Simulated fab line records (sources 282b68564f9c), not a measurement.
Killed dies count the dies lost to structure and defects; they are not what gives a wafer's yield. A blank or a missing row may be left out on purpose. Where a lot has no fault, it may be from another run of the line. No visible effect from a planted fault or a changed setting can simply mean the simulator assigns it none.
A struck lot beside a sound one :: flow rit-cmos :: 15 out of 202 route steps
Sound: these wafers, L950.3, L950.4, L950.6. Wafers L956.1, L956.3, L956.4 were the ones struck. The cause is named last.
Order at every step that has rows: each side's tool, ch and its chambers, its first start. Under that, the readings that differ: sound wafers :: struck wafers :: difference of the means :: sigmas: that difference in standard deviations of wafers without a fault.
alike: readings whose means differ by less than 2 such deviations, and words and numbers that are the same on both sides. not compared: withheld readings, readings that some wafer has no value for, bounds like >300 that may hide the same value, and numbers for which the record gives no deviation and whose values overlap.
The two part at a step that has a row with sigmas, a row that says differs or no value, or rows on one side only. Non-overlapping numbers with no deviation appear without sigmas and do not part them. A reading missing from all wafers of one side parts the sides only when that side holds two or more wafers.

first, 2 steps without rows for these wafers: RIT_NSD_PEB_04; RIT_NSD_DEVELOP_05 (develop time 50 s).
RIT_NSD_OVL_MEAS_06:
  sound: overlay-02 at day 4 03:05; struck: overlay-01 at day 5 12:15
  alike: NSD_OVL
then, 2 steps without rows for these wafers: RIT_NSD_HARDBAKE_07 (time 60 s); RIT_NSD_IMPLANT_08.
RIT_NSD_STRIP_09: strips in O2, time 180 s.
  sound on plasma-asher-04 ch 0,1, day 4 03:28; struck on plasma-asher-01 ch 0,1, day 5 12:35
reading: o2-flow-sccm (sccm)
sound: 4012 4008 4018
struck: 3993 3982 3993
difference: -23
sigmas: -2
  alike: drypump-motor-current-A
  not compared: rf-hours-counter-h
RIT_NSD_TW_MEAS_10:
  sound: film-metro-02 at day 4 03:37; struck: film-metro-02 at day 5 12:46
  alike: NSD_TW
then, 2 steps without rows for these wafers: RIT_PSD_HMDS_00 (prime time 60 s); RIT_PSD_COAT_01 (resist thk 1000 nm).
RIT_PSD_SOFTBAKE_02: time 62.92 s.
  sound on litho-track-04 ch 0, day 4 04:00; struck on litho-track-01 ch 0, day 5 13:07
  alike: plate-sensor-t-centre-C, plate-sensor-t-edge-C
then, 2 steps without rows for these wafers: RIT_PSD_EXPOSE_03 (exposes mask M10, target cd 40900 nm); RIT_PSD_PEB_04.
RIT_PSD_DEVELOP_05: develop time 50 s.
  sound on litho-track-03 ch 0, day 4 04:00; struck on litho-track-01 ch 0, day 5 13:00
reading: developer-temp-C (C)
sound: 22.87 23.04 22.92
struck: 20.69 20.82 20.79
difference: -2.18
sigmas: -18
RIT_PSD_OVL_MEAS_06:
  sound: overlay-01 at day 4 04:34; struck: overlay-01 at day 5 13:48
  alike: PSD_OVL
RIT_M1_PROBE_99:
  sound: prober-02 at day 4 13:06; struck: prober-02 at day 5 22:31
  alike: killed-at-contacts, killed-at-front-end, killed-dies, killed-open, killed-short

WHERE THEY PART
Earliest at RIT_NSD_STRIP_09; latest, in this record, at RIT_PSD_DEVELOP_05. Later steps at which nothing parts them and some readings are alike: RIT_PSD_OVL_MEAS_06, RIT_M1_PROBE_99.

WHY: the cause the simulator had injected
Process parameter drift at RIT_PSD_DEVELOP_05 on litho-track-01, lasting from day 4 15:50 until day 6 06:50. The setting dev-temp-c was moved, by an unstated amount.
